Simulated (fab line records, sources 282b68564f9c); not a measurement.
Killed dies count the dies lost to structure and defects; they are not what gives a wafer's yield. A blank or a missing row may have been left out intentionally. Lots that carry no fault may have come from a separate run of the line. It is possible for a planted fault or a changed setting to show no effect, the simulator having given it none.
Which of the tools did it? | flow rit cmos | 10 lots with 30 wafers sampled at 3 steps, on a route of 202 steps

== WHAT EACH GAUGE READ, for each wafer ==
RIT_NWELL_OVL_MEAS_06.
lot  | measured    | on         | NWELL_OVL (nm)
L881 | day 1 22:23 | overlay-01 | -1.5 -1.6 -1.1
L882 | day 2 03:26 | overlay-02 | -1.6 -1.9 0.5
L883 | day 2 10:23 | overlay-02 | 0.0 1.4 0.0
L884 | day 2 13:24 | overlay-02 | -2.1 -1.6 -2.3
L885 | day 2 18:41 | overlay-01 | -0.7 -0.1 -1.1
L888 | day 3 08:29 | overlay-02 | -153.2 -153.3 -152.7
L889 | day 3 15:17 | overlay-02 | -151.6 -150.6 -151.8
L894 | day 4 15:10 | overlay-01 | -0.9 0.5 -0.9
L897 | day 5 06:21 | overlay-01 | 0.0 -1.0 -1.2
L899 | day 5 17:00 | overlay-01 | -2.2 -1.4 -2.3

RIT_PWELL_OVL_MEAS_06.
lot  | measured    | on         | PWELL_OVL (nm)
L881 | day 1 23:59 | overlay-02 | -0.2 -1.7 -0.9
L882 | day 2 05:07 | overlay-02 | 1.0 -0.4 -0.7
L883 | day 2 11:56 | overlay-01 | -0.3 0.4 1.6
L884 | day 2 15:03 | overlay-02 | -0.8 -0.7 -1.7
L885 | day 2 20:21 | overlay-01 | -2.4 1.0 -2.9
L888 | day 3 10:10 | overlay-02 | -2.0 -1.3 -3.1
L889 | day 3 16:58 | overlay-01 | -0.1 -0.7 -1.6
L894 | day 4 16:51 | overlay-02 | 0.5 1.2 1.0
L897 | day 5 08:02 | overlay-01 | -2.8 -1.1 -3.4
L899 | day 5 18:40 | overlay-01 | -2.4 -0.5 -2.2

== TOOL THAT RAN EACH LOT (tool first, then ch and the chambers of the sampled wafers, then the start) ==
lot  | RIT_NWELL_EXPOSE_03
L881 | iline stepper-02 ch 0, day 1 21:57
L882 | iline stepper-01 ch 0, day 2 03:00
L883 | iline stepper-02 ch 0, day 2 09:57
L884 | iline stepper-01 ch 0, day 2 12:59
L885 | iline stepper-02 ch 0, day 2 18:15
L888 | iline stepper-02 ch 0, day 3 08:04
L889 | iline stepper-02 ch 0, day 3 14:52
L894 | iline stepper-01 ch 0, day 4 14:44
L897 | iline stepper-01 ch 0, day 5 05:55
L899 | iline stepper-01 ch 0, day 5 16:32
- RIT_NWELL_EXPOSE_03: exposes mask M2, target cd 43900 nm.

== AS READ BY THE TOOLS THEMSELVES (means over the sampled wafers that have a number; for cases with no such wafer, the mark the record gives instead) ==
The record holds no such reading with a usual standard deviation.

== THE ANSWER, worked out from the rows above alone ==
Rule: what is usual is taken from the lots themselves. Put in order of their means at a reading, lots are off if they are a third of the lots or fewer, leave a main group of 4 or more, and stand apart from it by a gap of 3 or more times the standard deviation of the main group's means; of several such gaps the widest counts. If all means in a main group match to the digits the tables above print for the reading, that group is not used. A lot without any number at a reading at which 4 lots or more have one is off too. Any other lot the step has rows for is counted as sound. First the gauges in route order, then the tools' own readings, where a lot's mean is used as printed above. The first step at which some lot is off is used, and at that step the reading that is off furthest; a lot without a number counts as furthest.
Off: L888, L889, seen at RIT_NWELL_OVL_MEAS_06 (NWELL_OVL). Mean -1.0 nm and standard deviation 0.77 in the main group.
If a tool, at a process step before that reading, ran all the lots that are off and no sound lot after the first of them, it fits. Gauges at RIT_NWELL_OVL_MEAS_06: tried the same way as those tools. 2 tools fit, iline stepper-02 at RIT_NWELL_EXPOSE_03 and overlay-02 at RIT_NWELL_OVL_MEAS_06, so this cannot tell which one it is.

== WHAT THE SIMULATOR PUT IN ==
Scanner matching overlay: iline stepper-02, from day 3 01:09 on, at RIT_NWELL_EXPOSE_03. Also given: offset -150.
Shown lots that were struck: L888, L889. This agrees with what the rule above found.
